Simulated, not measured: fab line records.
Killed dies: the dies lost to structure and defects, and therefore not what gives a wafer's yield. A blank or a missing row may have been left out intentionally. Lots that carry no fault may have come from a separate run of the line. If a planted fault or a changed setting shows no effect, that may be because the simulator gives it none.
Lot-split experiment ; flow rit_cmos ; 23 wafers read from 5 lots, route of 202 steps

## THE SPLIT ITSELF
At RIT_PRETRO_IMPLANT_08, the setting dose_cm2 was moved away from the recipe's 1.2e+13 on 9 of the 23 wafers read, by -3.8% to +4.9%. This setting was run at the recipe's value on the other wafers.

## BETWEEN THE SPLIT AND THE READING: the file shows 1 step in between
- RIT_PRETRO_STRIP_09: strips in O2, time 180 s

## THE READING
PRETRO_TW, at RIT_PRETRO_TW_MEAS_10. Typical for fault-free wafers on this fab line: 475, with standard deviation 3.5.

wafer;tool, chamber at the split;dose_cm2 as run;against the recipe;PRETRO_TW;against lot-mates on the recipe
L075.1;implanter-03, 0;1.2e+13;recipe;481;-
L075.2;implanter-03, 0;1.2e+13;recipe;476;-
L075.4;implanter-03, 0;1.2e+13;recipe;480;-
L075.5;implanter-03, 0;1.2e+13;recipe;481;-
L075.6;implanter-03, 0;1.2e+13;recipe;476;-
L076.2;implanter-03, 0;1.2e+13;recipe;468;-
L076.3;implanter-03, 0;1.2e+13;recipe;469;-
L076.4;implanter-03, 0;1.155e+13;-3.7%;462;-6
L076.5;implanter-03, 0;1.155e+13;-3.7%;460;-8
L076.6;implanter-03, 0;1.155e+13;-3.7%;463;-6
L080.1;implanter-02, 0;1.259e+13;+4.9%;477;+8
L080.2;implanter-02, 0;1.2e+13;recipe;470;-
L080.3;implanter-02, 0;1.259e+13;+4.9%;475;+6
L080.4;implanter-02, 0;1.2e+13;recipe;469;-
L080.5;implanter-02, 0;1.259e+13;+4.9%;479;+10
L082.1;implanter-03, 0;1.2e+13;recipe;473;-
L082.3;implanter-03, 0;1.2e+13;recipe;469;-
L082.6;implanter-03, 0;1.2e+13;recipe;473;-
L084.1;implanter-03, 0;1.154e+13;-3.8%;472;-6
L084.2;implanter-03, 0;1.154e+13;-3.8%;474;-4
L084.3;implanter-03, 0;1.2e+13;recipe;477;-
L084.5;implanter-03, 0;1.2e+13;recipe;479;-
L084.6;implanter-03, 0;1.154e+13;-3.8%;472;-6

THE FIT
A straight line over all 23 wafers: PRETRO_TW changes by +1.21 for each +1% of dose_cm2; r = +0.54; the points scatter about the line by 5.1.
The same after taking each lot's own level away (the mean of its wafers on the recipe; 23 wafers): +1.56 for each +1%; r = +0.93; scatter 1.7.
The reading moves by 7.7 for the largest change in dose_cm2, on that fit.
Across the lots, their own levels run from 468.5 to 478.8, a range of 2.9 times the standard deviation given above.
So the lot-to-lot level blurs the effect unless lot-mates are compared.
Check: for one of the wafers moved furthest among these (+4.9%), held out of the fit, the line's prediction against its lot-mates is +7.66. It came out at +7.5 against them.

## FURTHER SPLITS ON THESE WAFERS
Note: prior to the reading, these wafers also went through further splits. Each is held against what the fit with the lots' levels taken away leaves over:
other split on the same wafers;wafers away from the commonest value;r with PRETRO_TW (lot level and that fit taken away)
RIT_ACTIVE_COAT_06 resist_thk_nm;9;+0.14
RIT_FOX2_OXIDATION_00 temp_c;15;+0.14
RIT_NWELL_IMPLANT_08 dose_cm2;10;+0.06
RIT_PWELL_COAT_01 spin_rpm;10;+0.19

## THE FILE'S OWN FIT
PRETRO_TW changes by +1.54 for each +1% of dose_cm2, r = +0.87.
